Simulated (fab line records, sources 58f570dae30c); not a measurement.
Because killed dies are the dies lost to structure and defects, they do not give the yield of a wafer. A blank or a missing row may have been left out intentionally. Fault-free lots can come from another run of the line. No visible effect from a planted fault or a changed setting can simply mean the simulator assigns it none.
fab line records :: flow berkeley-cmos170
record:
  lots: 5
  wafers: 15
  last-day: 13
route steps=331 shown NWELL@15 M3@331
lots untouched by any fault: they come from a run of this same line in which no faults occurred
start-h: the number of hours between the record's first day and the start of the first shown wafer of the lot :: wait-h: hours since the lot's step before :: " the same as in the row above :: L1.1+2: one row covering several wafers at once :: - no value, or no start was given :: * or withheld: withheld :: < > ~ a bound
route shown NAME@n: a module of which the file shows steps, and the number in the route of the first :: usual: the fault-free wafers' mean and standard deviation :: same: alike in all rows :: chamber/n: place in a boat :: sites: readings site by site :: _std_site: standard deviation of those values :: _edge_site: inner sites' mean taken away from outer sites' mean :: radius-mm: for every site, how far away it sits from the centre of the wafer :: mask NAME#n: copy n :: behind: tool/chamber where the wafer was last shaped :: hold: why the lot went on hold/how many hours it stayed there/how the hold came to an end :: device: whichever transistor did not switch (one of n, p or np) :: end of line: the route-end tests of the same wafers :: a step given without rows: its recipe and nothing more :: killed: count of dies lost to structure and defects at first sort (not the wafer's yield) :: map: the dies of a wafer, with x for killed, . for not killed, _ for no die there
set.NAME: setting as actually run; set.NAME@STEP: the setting as run at that earlier step :: model.NAME: the simulator's own value behind a step, which no gauge read
a table for each step, a row for each wafer; lots at some steps of the route
services: from which hour (start-h, from the record's first day; less than 0 if before it) a tool's chamber was out of use, for how many hours, and why
== steps ==
step: UCB170_NWELL_OXIDATION_01
recipe:
  temp-c: 1000
  ambient: O2
  target-thk-a: 264
  ox-time-s: 1260
step: UCB170_NWELL_THK_MEAS_02
recipe:
  reads: SiO2_of_NWELL_OXIDATION_01
usual:
  NWELL_OXIDE_THK: 26.2/0.45
lot.wafer: L273.1
tool: film-metro-02
chamber: -
start-h: 27.58
wait-h: 0.0
NWELL_OXIDE_THK[nm]: 26.3

lot.wafer: L273.3
tool: film-metro-02
chamber: -
start-h: 27.58
wait-h: 0.0
NWELL_OXIDE_THK[nm]: 26.7

lot.wafer: L273.4
tool: film-metro-02
chamber: -
start-h: 27.58
wait-h: 0.0
NWELL_OXIDE_THK[nm]: 26.8

lot.wafer: L279.2
tool: film-metro-02
chamber: -
start-h: 60.81
wait-h: 0.0
NWELL_OXIDE_THK[nm]: 26.3

lot.wafer: L279.3
tool: film-metro-02
chamber: -
start-h: 60.81
wait-h: 0.0
NWELL_OXIDE_THK[nm]: 26.2

lot.wafer: L279.6
tool: film-metro-02
chamber: -
start-h: 60.81
wait-h: 0.0
NWELL_OXIDE_THK[nm]: 26.3

lot.wafer: L286.1
tool: film-metro-02
chamber: -
start-h: 91.91
wait-h: 0.0
NWELL_OXIDE_THK[nm]: 25.6

lot.wafer: L286.3
tool: film-metro-02
chamber: -
start-h: 91.91
wait-h: 0.0
NWELL_OXIDE_THK[nm]: 26.2

lot.wafer: L286.4
tool: film-metro-02
chamber: -
start-h: 91.91
wait-h: 0.0
NWELL_OXIDE_THK[nm]: 25.9

lot.wafer: L294.1
tool: film-metro-02
chamber: -
start-h: 131.75
wait-h: 0.0
NWELL_OXIDE_THK[nm]: 25.3

lot.wafer: L294.2
tool: film-metro-02
chamber: -
start-h: 131.75
wait-h: 0.0
NWELL_OXIDE_THK[nm]: 25.3

lot.wafer: L294.5
tool: film-metro-02
chamber: -
start-h: 131.75
wait-h: 0.0
NWELL_OXIDE_THK[nm]: 25.7

lot.wafer: L296.2
tool: film-metro-02
chamber: -
start-h: 139.45
wait-h: 0.0
NWELL_OXIDE_THK[nm]: 26.6

lot.wafer: L296.5
tool: film-metro-02
chamber: -
start-h: 139.45
wait-h: 0.0
NWELL_OXIDE_THK[nm]: 26.6

lot.wafer: L296.6
tool: film-metro-02
chamber: -
start-h: 139.45
wait-h: 0.0
NWELL_OXIDE_THK[nm]: 27.0
step: UCB170_NWELL_ANNEAL_03
recipe:
  temp-c: 1000
  time-s: 900
  ambient: N2
step: UCB170_NWELL_CVD_04
recipe:
  material: Si3N4
  target-thk-nm: 224
  temp-c: 800
  precursor: SiH2Cl2/NH3
  time-s: 3360
  pressure-mtorr: 200
  sih2cl2-flow-sccm: 25
  nh3-flow-sccm: 75
step: UCB170_NWELL_THK_MEAS_05
recipe:
  reads: Si3N4_of_NWELL_CVD_04
usual:
  NWELL_NITRIDE_THK: 223.8/1.9
lot.wafer: L273.1
tool: film-metro-03
chamber: -
start-h: 34.57
wait-h: 0.0
NWELL_NITRIDE_THK[nm]: 221.9

lot.wafer: L273.3
tool: film-metro-03
chamber: -
start-h: 34.57
wait-h: 0.0
NWELL_NITRIDE_THK[nm]: 223.1

lot.wafer: L273.4
tool: film-metro-03
chamber: -
start-h: 34.57
wait-h: 0.0
NWELL_NITRIDE_THK[nm]: 222.7

lot.wafer: L279.2
tool: film-metro-02
chamber: -
start-h: 68.66
wait-h: 0.0
NWELL_NITRIDE_THK[nm]: 224.8

lot.wafer: L279.3
tool: film-metro-02
chamber: -
start-h: 68.66
wait-h: 0.0
NWELL_NITRIDE_THK[nm]: 223.7

lot.wafer: L279.6
tool: film-metro-02
chamber: -
start-h: 68.66
wait-h: 0.0
NWELL_NITRIDE_THK[nm]: 223.3

lot.wafer: L286.1
tool: film-metro-03
chamber: -
start-h: 100.10
wait-h: 0.0
NWELL_NITRIDE_THK[nm]: 224.8

lot.wafer: L286.3
tool: film-metro-03
chamber: -
start-h: 100.10
wait-h: 0.0
NWELL_NITRIDE_THK[nm]: 224.9

lot.wafer: L286.4
tool: film-metro-03
chamber: -
start-h: 100.10
wait-h: 0.0
NWELL_NITRIDE_THK[nm]: 223.1

lot.wafer: L294.1
tool: film-metro-02
chamber: -
start-h: 139.72
wait-h: 0.0
NWELL_NITRIDE_THK[nm]: 222.6

lot.wafer: L294.2
tool: film-metro-02
chamber: -
start-h: 139.72
wait-h: 0.0
NWELL_NITRIDE_THK[nm]: 223.0

lot.wafer: L294.5
tool: film-metro-02
chamber: -
start-h: 139.72
wait-h: 0.0
NWELL_NITRIDE_THK[nm]: 224.5

lot.wafer: L296.2
tool: film-metro-03
chamber: -
start-h: 146.79
wait-h: 0.0
NWELL_NITRIDE_THK[nm]: 223.5

lot.wafer: L296.5
tool: film-metro-03
chamber: -
start-h: 146.79
wait-h: 0.0
NWELL_NITRIDE_THK[nm]: 224.8

lot.wafer: L296.6
tool: film-metro-03
chamber: -
start-h: 146.79
wait-h: 0.0
NWELL_NITRIDE_THK[nm]: 224.4
step: UCB170_NWELL_HMDS_06
recipe:
  prime-time-s: 60
  prime-temp-c: 100
step: UCB170_NWELL_COAT_07
recipe:
  resist: KrF
  spin-rpm: 1500
  resist-thk-nm: 900
step: UCB170_NWELL_SOFTBAKE_08
recipe:
  resist: KrF
  temp-c: 130
  time-s: 60
step: UCB170_NWELL_EXPOSE_09
recipe:
  mask-id: NWELL
  target-cd-nm: 3000
  na: 0.5
  sigma-outer: 0.6
  source-shape: conventional
  dose-mj: 25
step: UCB170_NWELL_PEB_10
recipe:
  peb-temp-c: 130
  peb-time-s: withheld
  resist: KrF
step: UCB170_NWELL_DEVELOP_11
recipe:
  developer: TMAH
  develop-time-s: 45
  resist: KrF
  dev-temp-c: 21
step: UCB170_NWELL_OVL_MEAS_12
usual:
  NWELL_OVL: 4/6.1
lot.wafer: L273.1
tool: overlay-02
chamber: -
start-h: 35.84
wait-h: -
NWELL_OVL[nm]: 3

lot.wafer: L273.3
tool: overlay-02
chamber: -
start-h: 35.84
wait-h: -
NWELL_OVL[nm]: 8

lot.wafer: L273.4
tool: overlay-02
chamber: -
start-h: 35.84
wait-h: -
NWELL_OVL[nm]: -5

lot.wafer: L279.2
tool: overlay-02
chamber: -
start-h: 69.89
wait-h: -
NWELL_OVL[nm]: 9

lot.wafer: L279.3
tool: overlay-02
chamber: -
start-h: 69.89
wait-h: -
NWELL_OVL[nm]: 5

lot.wafer: L279.6
tool: overlay-02
chamber: -
start-h: 69.89
wait-h: -
NWELL_OVL[nm]: 1

lot.wafer: L286.1
tool: overlay-01
chamber: -
start-h: 101.28
wait-h: -
NWELL_OVL[nm]: 1

lot.wafer: L286.3
tool: overlay-01
chamber: -
start-h: 101.28
wait-h: -
NWELL_OVL[nm]: 1

lot.wafer: L286.4
tool: overlay-01
chamber: -
start-h: 101.28
wait-h: -
NWELL_OVL[nm]: -2

lot.wafer: L294.1
tool: overlay-01
chamber: -
start-h: 141.05
wait-h: -
NWELL_OVL[nm]: 10

lot.wafer: L294.2
tool: overlay-01
chamber: -
start-h: 141.05
wait-h: -
NWELL_OVL[nm]: 5

lot.wafer: L294.5
tool: overlay-01
chamber: -
start-h: 141.05
wait-h: -
NWELL_OVL[nm]: 5

lot.wafer: L296.2
tool: overlay-01
chamber: -
start-h: 148.51
wait-h: -
NWELL_OVL[nm]: -1

lot.wafer: L296.5
tool: overlay-01
chamber: -
start-h: 148.51
wait-h: -
NWELL_OVL[nm]: -3

lot.wafer: L296.6
tool: overlay-01
chamber: -
start-h: 148.51
wait-h: -
NWELL_OVL[nm]: 4
step: UCB170_NWELL_ETCH_13
recipe:
  chemistry: CH3F/Ar/O2
  target: Si3N4
  stop-on: SiO2
  CH3F_flow_sccm: 20
  Ar_flow_sccm: 50
  O2_flow_sccm: 7
  pressure-mtorr: 50
  rf-w: 450
  target-depth-a: 2464
  over-etch-frac: 0.1
  time-s: 154
usual:
  drypump-motor-current-A: 5.3/0.4
  oes-product-au: 0.940/0.013
  throttle-valve-pct: 8.05/0.17
lot.wafer: L273.1
tool: rie-diel-03
chamber: 2
start-h: 35.87
wait-h: 0.0
drypump-motor-current-A: 5.0
oes-product-au: 0.926
rf-hours-counter-h: 101
throttle-valve-pct: 7.80
model.KrF_of_NWELL_COAT_07.thk-nm: 724.1
model.etch.depth-nm: 221.9

lot.wafer: L273.3
tool: rie-diel-03
chamber: 0
start-h: 35.87
wait-h: 0.0
drypump-motor-current-A: 5.3
oes-product-au: 0.945
rf-hours-counter-h: 115
throttle-valve-pct: 8.09
model.KrF_of_NWELL_COAT_07.thk-nm: 726.8
model.etch.depth-nm: 223

lot.wafer: L273.4
tool: rie-diel-03
chamber: 1
start-h: 35.87
wait-h: 0.0
drypump-motor-current-A: 6.0
oes-product-au: 0.947
rf-hours-counter-h: 165
throttle-valve-pct: 7.89
model.KrF_of_NWELL_COAT_07.thk-nm: 726.4
model.etch.depth-nm: 222.7

lot.wafer: L279.2
tool: rie-diel-02
chamber: 3
start-h: 69.92
wait-h: 0.0
drypump-motor-current-A: 5.0
oes-product-au: 0.941
rf-hours-counter-h: 88
throttle-valve-pct: 7.97
model.KrF_of_NWELL_COAT_07.thk-nm: 723.7
model.etch.depth-nm: 224.7

lot.wafer: L279.3
tool: rie-diel-02
chamber: 1
start-h: 69.92
wait-h: 0.0
drypump-motor-current-A: 5.4
oes-product-au: 0.915
rf-hours-counter-h: 110
throttle-valve-pct: 8.26
model.KrF_of_NWELL_COAT_07.thk-nm: 725.3
model.etch.depth-nm: 223.7

lot.wafer: L279.6
tool: rie-diel-02
chamber: 1
start-h: 69.92
wait-h: 0.0
drypump-motor-current-A: 5.4
oes-product-au: 0.913
rf-hours-counter-h: -
throttle-valve-pct: 8.28
model.KrF_of_NWELL_COAT_07.thk-nm: 725.1
model.etch.depth-nm: 223.2

lot.wafer: L286.1
tool: rie-diel-03
chamber: 0
start-h: 101.31
wait-h: 0.0
drypump-motor-current-A: 5.3
oes-product-au: 0.919
rf-hours-counter-h: 118
throttle-valve-pct: 8.08
model.KrF_of_NWELL_COAT_07.thk-nm: 748.9
model.etch.depth-nm: 209.9

lot.wafer: L286.3
tool: rie-diel-03
chamber: 2
start-h: 101.31
wait-h: 0.0
drypump-motor-current-A: 5.0
oes-product-au: 0.915
rf-hours-counter-h: 104
throttle-valve-pct: 7.80
model.KrF_of_NWELL_COAT_07.thk-nm: 744.2
model.etch.depth-nm: 214

lot.wafer: L286.4
tool: rie-diel-03
chamber: 3
start-h: 101.31
wait-h: 0.0
drypump-motor-current-A: 6.2
oes-product-au: 0.915
rf-hours-counter-h: -
throttle-valve-pct: 7.97
model.KrF_of_NWELL_COAT_07.thk-nm: 744.2
model.etch.depth-nm: 210.6

lot.wafer: L294.1
tool: rie-diel-01
chamber: 2
start-h: 141.09
wait-h: 0.0
drypump-motor-current-A: 4.9
oes-product-au: 0.929
rf-hours-counter-h: 3
throttle-valve-pct: 8.13
model.KrF_of_NWELL_COAT_07.thk-nm: 717.9
model.etch.depth-nm: 222.8

lot.wafer: L294.2
tool: rie-diel-01
chamber: 3
start-h: 141.09
wait-h: 0.0
drypump-motor-current-A: 5.3
oes-product-au: 0.954
rf-hours-counter-h: 128
throttle-valve-pct: 8.12
model.KrF_of_NWELL_COAT_07.thk-nm: 715.8
model.etch.depth-nm: 223.1

lot.wafer: L294.5
tool: rie-diel-01
chamber: 2
start-h: 141.09
wait-h: 0.0
drypump-motor-current-A: 4.9
oes-product-au: 0.931
rf-hours-counter-h: -
throttle-valve-pct: 8.17
model.KrF_of_NWELL_COAT_07.thk-nm: 715.6
model.etch.depth-nm: 224.5

lot.wafer: L296.2
tool: rie-diel-02
chamber: 2
start-h: 148.54
wait-h: 0.0
drypump-motor-current-A: 5.4
oes-product-au: 0.938
rf-hours-counter-h: 44
throttle-valve-pct: 8.05
model.KrF_of_NWELL_COAT_07.thk-nm: 724
model.etch.depth-nm: 223.4

lot.wafer: L296.5
tool: rie-diel-02
chamber: 1
start-h: 148.54
wait-h: 0.0
drypump-motor-current-A: 5.4
oes-product-au: 0.927
rf-hours-counter-h: -
throttle-valve-pct: 8.27
model.KrF_of_NWELL_COAT_07.thk-nm: 728.7
model.etch.depth-nm: 224.9

lot.wafer: L296.6
tool: rie-diel-02
chamber: 2
start-h: 148.54
wait-h: 0.0
drypump-motor-current-A: 5.4
oes-product-au: 0.962
rf-hours-counter-h: -
throttle-valve-pct: 8.05
model.KrF_of_NWELL_COAT_07.thk-nm: 722.4
model.etch.depth-nm: 224.6
step: UCB170_NWELL_IMPLANT_14
recipe:
  species: P
  dose-cm2: 1e+13
  energy-kev: 150
  tilt-deg: 7
step: UCB170_NWELL_STRIP_15
recipe:
  chemistry: O2
  power-w: 400
  pressure-mtorr: 3500
  platen-temp-c: withheld
  o2-flow-sccm: 400
  overash-fraction: 0.5
usual:
  drypump-motor-current-A: 5.6/0.4
  oes-product-au: 0.721/0.0041
  strip-time-to-endpoint-s: 18.03/0.091
lot.wafer: L273.1
tool: plasma-asher-03
chamber: 0
start-h: 36.13
wait-h: 0.1
drypump-motor-current-A: 5.4
oes-product-au: 0.724
rf-hours-counter-h: 30
strip-time-to-endpoint-s: 18.07

lot.wafer: L273.3
tool: plasma-asher-03
chamber: 0
start-h: 36.13
wait-h: 0.1
drypump-motor-current-A: 5.5
oes-product-au: 0.719
rf-hours-counter-h: -
strip-time-to-endpoint-s: 18.17

lot.wafer: L273.4
tool: plasma-asher-03
chamber: 1
start-h: 36.13
wait-h: 0.1
drypump-motor-current-A: 6.1
oes-product-au: 0.721
rf-hours-counter-h: -
strip-time-to-endpoint-s: 18.13

lot.wafer: L279.2
tool: plasma-asher-01
chamber: 1
start-h: 70.17
wait-h: 0.1
drypump-motor-current-A: 5.0
oes-product-au: 0.718
rf-hours-counter-h: 34
strip-time-to-endpoint-s: 18.07

lot.wafer: L279.3
tool: plasma-asher-01
chamber: 1
start-h: 70.17
wait-h: 0.1
drypump-motor-current-A: 5.1
oes-product-au: 0.723
rf-hours-counter-h: -
strip-time-to-endpoint-s: 18.11

lot.wafer: L279.6
tool: plasma-asher-01
chamber: 1
start-h: 70.17
wait-h: 0.1
drypump-motor-current-A: 5.1
oes-product-au: 0.714
rf-hours-counter-h: -
strip-time-to-endpoint-s: 18.09

lot.wafer: L286.1
tool: plasma-asher-03
chamber: 0
start-h: 101.57
wait-h: 0.1
drypump-motor-current-A: 5.5
oes-product-au: 0.719
rf-hours-counter-h: 36
strip-time-to-endpoint-s: 18.67

lot.wafer: L286.3
tool: plasma-asher-03
chamber: 0
start-h: 101.57
wait-h: 0.1
drypump-motor-current-A: 5.4
oes-product-au: 0.715
rf-hours-counter-h: -
strip-time-to-endpoint-s: 18.56

lot.wafer: L286.4
tool: plasma-asher-03
chamber: 1
start-h: 101.57
wait-h: 0.1
drypump-motor-current-A: 6.1
oes-product-au: 0.719
rf-hours-counter-h: -
strip-time-to-endpoint-s: 18.54

lot.wafer: L294.1
tool: plasma-asher-03
chamber: 1
start-h: 141.34
wait-h: 0.1
drypump-motor-current-A: 6.1
oes-product-au: 0.720
rf-hours-counter-h: 41
strip-time-to-endpoint-s: 17.92

lot.wafer: L294.2
tool: plasma-asher-03
chamber: 0
start-h: 141.34
wait-h: 0.1
drypump-motor-current-A: 5.4
oes-product-au: 0.728
rf-hours-counter-h: 41
strip-time-to-endpoint-s: 17.88

lot.wafer: L294.5
tool: plasma-asher-03
chamber: 1
start-h: 141.34
wait-h: 0.1
drypump-motor-current-A: 6.1
oes-product-au: 0.719
rf-hours-counter-h: -
strip-time-to-endpoint-s: 17.87

lot.wafer: L296.2
tool: plasma-asher-04
chamber: 1
start-h: 148.79
wait-h: 0.1
drypump-motor-current-A: 5.1
oes-product-au: 0.721
rf-hours-counter-h: 43
strip-time-to-endpoint-s: 18.07

lot.wafer: L296.5
tool: plasma-asher-04
chamber: 1
start-h: 148.79
wait-h: 0.1
drypump-motor-current-A: 5.1
oes-product-au: 0.725
rf-hours-counter-h: -
strip-time-to-endpoint-s: 18.20

lot.wafer: L296.6
tool: plasma-asher-04
chamber: 0
start-h: 148.79
wait-h: 0.1
drypump-motor-current-A: 6.0
oes-product-au: 0.722
rf-hours-counter-h: -
strip-time-to-endpoint-s: 18.03
step: UCB170_NWELL_TW_MEAS_16
usual:
  NWELL_TW: 1240/17
lot.wafer: L273.1
tool: film-metro-02
chamber: -
start-h: 36.23
wait-h: 0.1
NWELL_TW: 1222

lot.wafer: L273.3
tool: film-metro-02
chamber: -
start-h: 36.23
wait-h: 0.1
NWELL_TW: 1217

lot.wafer: L273.4
tool: film-metro-02
chamber: -
start-h: 36.23
wait-h: 0.1
NWELL_TW: 1220

lot.wafer: L279.2
tool: film-metro-02
chamber: -
start-h: 70.28
wait-h: 0.1
NWELL_TW: 1221

lot.wafer: L279.3
tool: film-metro-02
chamber: -
start-h: 70.28
wait-h: 0.1
NWELL_TW: 1233

lot.wafer: L279.6
tool: film-metro-02
chamber: -
start-h: 70.28
wait-h: 0.1
NWELL_TW: 1227

lot.wafer: L286.1
tool: film-metro-02
chamber: -
start-h: 101.67
wait-h: 0.1
NWELL_TW: 1225

lot.wafer: L286.3
tool: film-metro-02
chamber: -
start-h: 101.67
wait-h: 0.1
NWELL_TW: 1231

lot.wafer: L286.4
tool: film-metro-02
chamber: -
start-h: 101.67
wait-h: 0.1
NWELL_TW: 1224

lot.wafer: L294.1
tool: film-metro-03
chamber: -
start-h: 141.44
wait-h: 0.1
NWELL_TW: 1253

lot.wafer: L294.2
tool: film-metro-03
chamber: -
start-h: 141.44
wait-h: 0.1
NWELL_TW: 1256

lot.wafer: L294.5
tool: film-metro-03
chamber: -
start-h: 141.44
wait-h: 0.1
NWELL_TW: 1261

lot.wafer: L296.2
tool: film-metro-04
chamber: -
start-h: 148.90
wait-h: 0.1
NWELL_TW: 1258

lot.wafer: L296.5
tool: film-metro-04
chamber: -
start-h: 148.90
wait-h: 0.1
NWELL_TW: 1260

lot.wafer: L296.6
tool: film-metro-04
chamber: -
start-h: 148.90
wait-h: 0.1
NWELL_TW: 1258
step: UCB170_M3_PROBE_99
lot.wafer: L273.1
tool: prober-01
chamber: -
start-h: 188.18
wait-h: 0.1
model.etest.nwell-pinched.rs-ohm-sq: 1295
model.etest.nwell.rs-ohm-sq: 868.4

lot.wafer: L273.3
tool: prober-01
chamber: -
start-h: 188.28
wait-h: 0.2
model.etest.nwell-pinched.rs-ohm-sq: 1304
model.etest.nwell.rs-ohm-sq: 868.4

lot.wafer: L273.4
tool: prober-01
chamber: -
start-h: 188.33
wait-h: 0.2
model.etest.nwell-pinched.rs-ohm-sq: 1276
model.etest.nwell.rs-ohm-sq: 863.4

lot.wafer: L279.2
tool: prober-02
chamber: -
start-h: 225.42
wait-h: 0.1
model.etest.nwell-pinched.rs-ohm-sq: 1286
model.etest.nwell.rs-ohm-sq: 863

lot.wafer: L279.3
tool: prober-02
chamber: -
start-h: 225.47
wait-h: 0.2
model.etest.nwell-pinched.rs-ohm-sq: 1280
model.etest.nwell.rs-ohm-sq: 865.3

lot.wafer: L279.6
tool: prober-02
chamber: -
start-h: 225.62
wait-h: 0.2
model.etest.nwell-pinched.rs-ohm-sq: 1276
model.etest.nwell.rs-ohm-sq: 866.7

lot.wafer: L286.1
tool: prober-01
chamber: -
start-h: 269.13
wait-h: 0.1
model.etest.nwell-pinched.rs-ohm-sq: 1299
model.etest.nwell.rs-ohm-sq: 865.2

lot.wafer: L286.3
tool: prober-01
chamber: -
start-h: 269.23
wait-h: 0.2
model.etest.nwell-pinched.rs-ohm-sq: 1298
model.etest.nwell.rs-ohm-sq: 868

lot.wafer: L286.4
tool: prober-01
chamber: -
start-h: 269.28
wait-h: 0.2
model.etest.nwell-pinched.rs-ohm-sq: 1303
model.etest.nwell.rs-ohm-sq: 866

lot.wafer: L294.1
tool: prober-01
chamber: -
start-h: 297.64
wait-h: 0.1
model.etest.nwell-pinched.rs-ohm-sq: 1294
model.etest.nwell.rs-ohm-sq: 871.6

lot.wafer: L294.2
tool: prober-01
chamber: -
start-h: 297.69
wait-h: 0.1
model.etest.nwell-pinched.rs-ohm-sq: 1284
model.etest.nwell.rs-ohm-sq: 863.1

lot.wafer: L294.5
tool: prober-01
chamber: -
start-h: 297.84
wait-h: 0.2
model.etest.nwell-pinched.rs-ohm-sq: 1285
model.etest.nwell.rs-ohm-sq: 865.4

lot.wafer: L296.2
tool: prober-02
chamber: -
start-h: 302.74
wait-h: 0.1
model.etest.nwell-pinched.rs-ohm-sq: 1286
model.etest.nwell.rs-ohm-sq: 868.1

lot.wafer: L296.5
tool: prober-02
chamber: -
start-h: 302.89
wait-h: 0.2
model.etest.nwell-pinched.rs-ohm-sq: 1292
model.etest.nwell.rs-ohm-sq: 868.9

lot.wafer: L296.6
tool: prober-02
chamber: -
start-h: 302.94
wait-h: 0.2
model.etest.nwell-pinched.rs-ohm-sq: 1286
model.etest.nwell.rs-ohm-sq: 863.2
killed by level:class
L273.1 GATE:geometric-particle:short=1 V1:geometric-particle:open=1 V2:geometric-particle:open=1
L273.3 WELLDRIVE:geometric-particle:short=1 M2:geometric-particle:short=1
L273.4 PFIELD:coat-microbubble-printed=2 NWELL:geometric-particle:open=1 SILICIDE:geometric-particle:short=1 V1:geometric-particle:short=1
L279.2 SCREENOX:geometric-particle:open=1 GATE:geometric-particle:open=1 SPACER:geometric-particle:short=1 M3:geometric-particle:open=1
L279.3 WELLDRIVE:geometric-particle:open=1 GATE:geometric-particle:short=1
L279.6 SCREENOX:geometric-particle:open=1 GATE:geometric-particle:open=1 SPACER:geometric-particle:short=1 SILICIDE:geometric-particle:short=1 V1:geometric-particle:short=1
L294.1 GATE:geometric-particle:open=1
L294.2 SILICIDE:geometric-particle:open=1 V1:geometric-particle:short=1
L294.5 SCREENOX:geometric-particle:open=1 GATE:geometric-particle:open=1 M3:geometric-particle:short=1
L296.2 SACOX:geometric-particle:short=1 M1:geometric-particle:short=1 V1:geometric-particle:open=1
L296.5 FIELD:geometric-particle:short=1 GATE:geometric-particle:short=1 SPACER:geometric-particle:open=1
L296.6 GATE:geometric-particle:short=1 M3:geometric-particle:short=1 NVT:coat-microbubble-printed=1
== services ==
tool: rie-diel-03
chamber: 3
start-h: 17.15
hours: 12.4
kind: repair

tool: rie-diel-01
chamber: 2
start-h: 26.50
hours: -
kind: clean

tool: rie-diel-01
chamber: 2
start-h: 26.50
hours: 34.9
kind: scheduled-down

tool: rie-diel-01
chamber: 2
start-h: 26.50
hours: 34.9
kind: vent-cycle

tool: plasma-asher-03
chamber: -
start-h: 53.44
hours: 3.5
kind: repair

tool: rie-diel-03
chamber: 1
start-h: 77.13
hours: -
kind: clean

tool: rie-diel-03
chamber: 1
start-h: 77.13
hours: 24.9
kind: scheduled-down

tool: rie-diel-03
chamber: 1
start-h: 77.13
hours: 24.9
kind: vent-cycle

tool: rie-diel-01
chamber: 1
start-h: 87.42
hours: 8.6
kind: repair

tool: plasma-asher-03
chamber: -
start-h: 104.32
hours: 2.4
kind: repair

tool: rie-diel-02
chamber: 0
start-h: 106.96
hours: 6.8
kind: repair

tool: plasma-asher-01
chamber: -
start-h: 108.75
hours: 9.0
kind: pm

tool: plasma-asher-01
chamber: 0
start-h: 108.75
hours: 9.0
kind: vent-cycle

tool: plasma-asher-01
chamber: 1
start-h: 108.75
hours: 9.0
kind: vent-cycle

tool: plasma-asher-01
chamber: 0
start-h: 117.75
hours: -
kind: clean

tool: plasma-asher-01
chamber: 1
start-h: 117.75
hours: -
kind: clean

tool: rie-diel-03
chamber: -
start-h: 128.10
hours: 0.1
kind: repair

tool: rie-diel-01
chamber: 3
start-h: 145.08
hours: 2.5
kind: repair
== key ==
first-sign:
  step: UCB170_NWELL_STRIP_15
  reading: strip-time-to-endpoint-s
  direction: up
  sigmas: 6.2
  usual: *
  struck: *
effect none on later readings
model-effect:
  step: UCB170_NWELL_ETCH_13
  value: KrF_of_NWELL_COAT_07.thk-nm
  without: 723.2
  struck: 745.8
model-effect:
  step: UCB170_M3_PROBE_99
  value: etest.nwell-pinched.rs-ohm-sq
  without: 1283
  struck: 1300
met-at UCB170_NWELL_ETCH_13
struck-wafers L286.1,L286.3,L286.4
sort-left-out L286.1,L286.3,L286.4
tester-left-out L286
onset-between 35.87 101.31
fault:
  kind: process-parameter-drift
  tool: rie-diel-03
  chamber: -
  onset-h: 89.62
  steps: UCB170_NWELL_ETCH_13
  channel: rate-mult
  offset: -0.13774
  shape: step
  end-h: 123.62
tester-left-out: of these lots the tester's yield and bins aren't shown, on N5 and GAA mostly nor the transistor test; their killed dies are dies lost to structure and defects alone, not to doping, threshold or leakage, so they don't give the yield
sort-left-out: the simulated sort isn't trusted on such a fault, so these wafers' sort isn't shown, and their yield isn't known
